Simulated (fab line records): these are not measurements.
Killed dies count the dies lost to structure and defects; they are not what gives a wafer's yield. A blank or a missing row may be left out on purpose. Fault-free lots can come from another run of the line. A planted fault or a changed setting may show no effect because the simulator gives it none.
Which tool is to blame? / flow berkeley_cmos170 / route of 331 steps, sampled at 1 step: 7 lots, 21 wafers

WHAT THE GAUGES READ, wafer by wafer
UCB170_GATE_CD_MEAS_12: target cd 350 nm.
lot=L503; measured=day 6 22:37; on=cd_sem-02; cd_nm (nm)=350.0 348.7 348.7
lot=L509; measured=day 7 12:09; on=cd_sem-01; cd_nm (nm)=350.4 349.7 349.4
lot=L508; measured=day 7 12:23; on=cd_sem-01; cd_nm (nm)=349.9 351.0 349.6
lot=L511; measured=day 8 11:43; on=cd_sem-01; cd_nm (nm)=350.7 351.7 350.5
lot=L513; measured=day 8 17:18; on=cd_sem-02; cd_nm (nm)=350.9 351.8 350.0
lot=L518; measured=day 9 21:10; on=cd_sem-01; cd_nm (nm)=350.0 349.4 349.6
lot=L524; measured=day 11 05:40; on=cd_sem-01; cd_nm (nm)=352.1 350.4 351.4

EACH LOT AND THE TOOL THAT RAN IT (in order: tool; ch and the chambers of the sampled wafers; start)
Record: no process step prior to these readings.

THE ANSWER, worked out from the rows above alone
Rule: the lots themselves supply what counts as usual. The widest of any qualifying gaps counts: lots, ordered by their means at a reading, are off when they make up no more than a third of the lots, leave a main group of 4 or more, and stand apart from it by 3 or more times the standard deviation of that group's means. A main group whose means are all the same, to the digits that the tables above print for the reading, isn't used. Also off: a lot with no number at a reading for which 4 or more lots have one. The other lots that the step has rows for count as sound.
Nothing can be told from this: no lot is off at any reading shown.

WHAT THE SIMULATOR PUT IN
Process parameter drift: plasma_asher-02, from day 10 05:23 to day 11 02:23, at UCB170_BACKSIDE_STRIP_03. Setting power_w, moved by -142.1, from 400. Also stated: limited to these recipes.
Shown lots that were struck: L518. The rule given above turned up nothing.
